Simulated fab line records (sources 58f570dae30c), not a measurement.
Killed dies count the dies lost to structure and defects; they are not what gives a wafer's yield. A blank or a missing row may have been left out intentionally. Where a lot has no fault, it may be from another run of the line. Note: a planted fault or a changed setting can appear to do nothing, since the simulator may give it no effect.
Split-lot experiment || flow berkeley_cmos170 || route with 331 steps; 5 lots, 23 wafers read

== ABOUT THE SPLIT ==
At UCB170_ACTIVE_CVD_05 (deposits Si3N4 from SiH2Cl2/NH3, target thk 220 nm, time 3300 s), the setting time_s was moved away from the recipe's 3300 s on 15 of the 23 wafers read, by -10.1% to +11.4%. All remaining wafers had this setting at the recipe value.

Between the split and the reading, the file records no step.

== THE READING ==
ACTIVE_NITRIDE_THK at UCB170_ACTIVE_THK_MEAS_06, in nm. Fault-free wafers of this fab line usually give 219.9 nm, standard deviation 2.3 nm.

{"wafer": "L074.2", "tool, chamber at the split": "-, -", "time_s as run, s": 3175, "against the recipe": "-3.8%", "ACTIVE_NITRIDE_THK, nm": 215.1, "against lot-mates on the recipe": "no lot-mate on the recipe"}
{"wafer": "L074.3", "tool, chamber at the split": "-, -", "time_s as run, s": 3175, "against the recipe": "-3.8%", "ACTIVE_NITRIDE_THK, nm": 214.7, "against lot-mates on the recipe": "no lot-mate on the recipe"}
{"wafer": "L074.4", "tool, chamber at the split": "-, -", "time_s as run, s": 3175, "against the recipe": "-3.8%", "ACTIVE_NITRIDE_THK, nm": 215.3, "against lot-mates on the recipe": "no lot-mate on the recipe"}
{"wafer": "L074.5", "tool, chamber at the split": "-, -", "time_s as run, s": 3175, "against the recipe": "-3.8%", "ACTIVE_NITRIDE_THK, nm": 213.7, "against lot-mates on the recipe": "no lot-mate on the recipe"}
{"wafer": "L074.6", "tool, chamber at the split": "-, -", "time_s as run, s": 3175, "against the recipe": "-3.8%", "ACTIVE_NITRIDE_THK, nm": 214.2, "against lot-mates on the recipe": "no lot-mate on the recipe"}
{"wafer": "L075.2", "tool, chamber at the split": "-, -", "time_s as run, s": 3677, "against the recipe": "+11.4%", "ACTIVE_NITRIDE_THK, nm": 250.8, "against lot-mates on the recipe": "no lot-mate on the recipe"}
{"wafer": "L075.3", "tool, chamber at the split": "-, -", "time_s as run, s": 3677, "against the recipe": "+11.4%", "ACTIVE_NITRIDE_THK, nm": 250.0, "against lot-mates on the recipe": "no lot-mate on the recipe"}
{"wafer": "L075.4", "tool, chamber at the split": "-, -", "time_s as run, s": 3677, "against the recipe": "+11.4%", "ACTIVE_NITRIDE_THK, nm": 248.7, "against lot-mates on the recipe": "no lot-mate on the recipe"}
{"wafer": "L075.5", "tool, chamber at the split": "-, -", "time_s as run, s": 3677, "against the recipe": "+11.4%", "ACTIVE_NITRIDE_THK, nm": 250.7, "against lot-mates on the recipe": "no lot-mate on the recipe"}
{"wafer": "L075.6", "tool, chamber at the split": "-, -", "time_s as run, s": 3677, "against the recipe": "+11.4%", "ACTIVE_NITRIDE_THK, nm": 249.7, "against lot-mates on the recipe": "no lot-mate on the recipe"}
{"wafer": "L077.3", "tool, chamber at the split": "lpcvd-01, 0", "time_s as run, s": 3300, "against the recipe": "recipe", "ACTIVE_NITRIDE_THK, nm": 218.8, "against lot-mates on the recipe": "-"}
{"wafer": "L077.4", "tool, chamber at the split": "lpcvd-01, 0", "time_s as run, s": 3300, "against the recipe": "recipe", "ACTIVE_NITRIDE_THK, nm": 219.2, "against lot-mates on the recipe": "-"}
{"wafer": "L077.5", "tool, chamber at the split": "lpcvd-01, 0", "time_s as run, s": 3300, "against the recipe": "recipe", "ACTIVE_NITRIDE_THK, nm": 217.8, "against lot-mates on the recipe": "-"}
{"wafer": "L080.1", "tool, chamber at the split": "-, -", "time_s as run, s": 2967, "against the recipe": "-10.1%", "ACTIVE_NITRIDE_THK, nm": 199.2, "against lot-mates on the recipe": "no lot-mate on the recipe"}
{"wafer": "L080.2", "tool, chamber at the split": "-, -", "time_s as run, s": 2967, "against the recipe": "-10.1%", "ACTIVE_NITRIDE_THK, nm": 199.0, "against lot-mates on the recipe": "no lot-mate on the recipe"}
{"wafer": "L080.3", "tool, chamber at the split": "-, -", "time_s as run, s": 2967, "against the recipe": "-10.1%", "ACTIVE_NITRIDE_THK, nm": 199.1, "against lot-mates on the recipe": "no lot-mate on the recipe"}
{"wafer": "L080.4", "tool, chamber at the split": "-, -", "time_s as run, s": 2967, "against the recipe": "-10.1%", "ACTIVE_NITRIDE_THK, nm": 198.3, "against lot-mates on the recipe": "no lot-mate on the recipe"}
{"wafer": "L080.5", "tool, chamber at the split": "-, -", "time_s as run, s": 2967, "against the recipe": "-10.1%", "ACTIVE_NITRIDE_THK, nm": 199.7, "against lot-mates on the recipe": "no lot-mate on the recipe"}
{"wafer": "L082.1", "tool, chamber at the split": "-, -", "time_s as run, s": 3300, "against the recipe": "recipe", "ACTIVE_NITRIDE_THK, nm": 220.6, "against lot-mates on the recipe": "-"}
{"wafer": "L082.2", "tool, chamber at the split": "-, -", "time_s as run, s": 3300, "against the recipe": "recipe", "ACTIVE_NITRIDE_THK, nm": 219.8, "against lot-mates on the recipe": "-"}
{"wafer": "L082.3", "tool, chamber at the split": "-, -", "time_s as run, s": 3300, "against the recipe": "recipe", "ACTIVE_NITRIDE_THK, nm": 219.2, "against lot-mates on the recipe": "-"}
{"wafer": "L082.5", "tool, chamber at the split": "-, -", "time_s as run, s": 3300, "against the recipe": "recipe", "ACTIVE_NITRIDE_THK, nm": 218.5, "against lot-mates on the recipe": "-"}
{"wafer": "L082.6", "tool, chamber at the split": "-, -", "time_s as run, s": 3300, "against the recipe": "recipe", "ACTIVE_NITRIDE_THK, nm": 219.5, "against lot-mates on the recipe": "-"}

THE FIT
A straight line over all 23 wafers: ACTIVE_NITRIDE_THK changes by +2.35 nm for each +1% of time_s; r = +0.99; the points scatter about the line by 2.1 nm.
Too few moved wafers have a lot-mate on the recipe to fit a line with each lot's own level taken away.

== THE WHOLE CHAIN: every reading that the file lists as answering this split, in the file's order ==
{"step": "UCB170_ACTIVE_CVD_05", "what it does": "deposits Si3N4 from SiH2Cl2/NH3, target thk 220 nm, time 3300 s", "reading": "Si3N4_of_ACTIVE_CVD_05.thk_nm (the simulator's own value, which no gauge read)", "change (the file's fit)": "+2.34 nm for each +1% of the setting", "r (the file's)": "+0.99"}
{"step": "UCB170_ACTIVE_THK_MEAS_06", "what it does": "", "reading": "ACTIVE_NITRIDE_THK", "change (the file's fit)": "+2.34 for each +1% of the setting", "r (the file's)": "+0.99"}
{"step": "UCB170_ACTIVE_ETCH_15", "what it does": "etches Si3N4 in CH3F/Ar/O2, stops on SiO2, target depth 242 nm, time 151 s", "reading": "etch.depth_nm (the simulator's own value, which no gauge read)", "change (the file's fit)": "+1.7 nm for each +1% of the setting", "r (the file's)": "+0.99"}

== FILE'S OWN FIT ==
ACTIVE_NITRIDE_THK changes by +2.34 nm for each +1% of time_s, r = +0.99.
